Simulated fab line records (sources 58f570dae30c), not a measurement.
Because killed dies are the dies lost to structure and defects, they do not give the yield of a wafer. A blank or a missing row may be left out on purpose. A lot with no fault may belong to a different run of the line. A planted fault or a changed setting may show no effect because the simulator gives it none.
Which of the tools did it? + flow berkeley cmos170 + route of 331 steps, sampled at 1 step: 7 lots, 21 wafers

== WHAT EACH GAUGE READ, for each wafer ==
UCB170_ACTIVE_OVL_MEAS_14.
| lot  | measured    | on         | ACTIVE_OVL (nm) |
|------|-------------|------------|-----------------|
| L473 | day 4 12:52 | overlay-01 | -5 8 6          |
| L475 | day 4 21:22 | overlay-01 | -8 -5 -5        |
| L481 | day 6 02:47 | overlay-01 | -3 -6 -4        |
| L479 | day 6 03:33 | overlay-02 | -3 4 -8         |
| L484 | day 6 18:13 | overlay-01 | 5 -1 4          |
| L488 | day 7 13:40 | overlay-01 | 14 9 8          |
| L490 | day 8 00:43 | overlay-02 | -6 -9 -11       |

== EACH LOT AND THE TOOL THAT RAN IT (in order: tool; ch and the chambers of the sampled wafers; start) ==
Record: no process step prior to these readings.

== THE ANSWER, worked out from the rows above alone ==
Rule: the lots themselves supply what counts as usual. Put in order of their means at a reading, lots are off if they are a third of the lots or fewer, leave a main group of 4 or more, and stand apart from it by a gap of 3 or more times the standard deviation of the main group's means; of several such gaps the widest counts. A main group is skipped when, at the precision printed for the reading in the tables above, its means are all equal. A lot without any number at a reading at which 4 lots or more have one is off too. Any other lot the step has rows for is counted as sound.
No lot is off on any of the readings shown, so nothing can be concluded from this.

== WHAT HAD BEEN PUT IN BY THE SIMULATOR ==
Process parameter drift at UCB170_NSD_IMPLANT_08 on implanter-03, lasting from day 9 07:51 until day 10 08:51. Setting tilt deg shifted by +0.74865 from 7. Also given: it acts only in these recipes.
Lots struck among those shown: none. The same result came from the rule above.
